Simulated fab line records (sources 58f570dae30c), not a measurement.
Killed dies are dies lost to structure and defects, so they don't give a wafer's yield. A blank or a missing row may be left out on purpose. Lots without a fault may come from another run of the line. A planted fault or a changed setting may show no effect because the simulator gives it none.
Chamber matching | flow berkeley-cmos170 | UCB170_ACTIVE_ETCH_15 on rie-diel-03: 4 sister chambers
The step etches Si3N4 in CH3F/Ar/O2, stops on SiO2, target depth 242 nm, time 151 s. 4 wafers are shown with their chamber, then 8 later ones without.

## WAFERS, EACH WITH ITS CHAMBER
wafer  | chamber | throttle-valve-pct (%)
L078.2 | 0       | 7.86
L083.3 | 1       | 8.20
L088.4 | 2       | 8.04
L091.2 | 3       | 8.03

## WAFERS WHOSE CHAMBER IS MISSING
wafer  | throttle-valve-pct (%)
L091.3 | 8.04
L091.5 | 8.04
L092.1 | 8.21
L092.3 | 7.86
L092.5 | 8.21
L097.2 | 8.03
L097.3 | 8.05
L097.6 | 8.02

## EACH ONE'S CHAMBER
wafer  | from the rows above     | in truth
L091.3 | can't be placed: 2 or 3 | 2
L091.5 | can't be placed: 2 or 3 | 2
L092.1 | 1                       | 1
L092.3 | 0                       | 0
L092.5 | 1                       | 1
L097.2 | can't be placed: 3 or 2 | 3
L097.3 | can't be placed: 2 or 3 | 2
L097.6 | can't be placed: 3 or 2 | 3
Placed correctly: 3 of 8. From these rows, 5 cannot be placed; in 5 the true chamber is one of the candidates. Placed wrongly: 0.
How it was worked out, from the rows above alone: a wafer's distance from a chamber is the root of the sum, over the readings, of the square of ((its reading less the chamber's mean) divided by the reading's scatter). The wafer belongs to the nearest chamber; if the next one is less than 2 further off, it can't be placed. For every chamber, the mean is computed from those of its wafers that are shown. The scatter (one wafer shown for each chamber): square how far every hidden wafer sits from the nearest shown wafer, average those squares and take the square root.
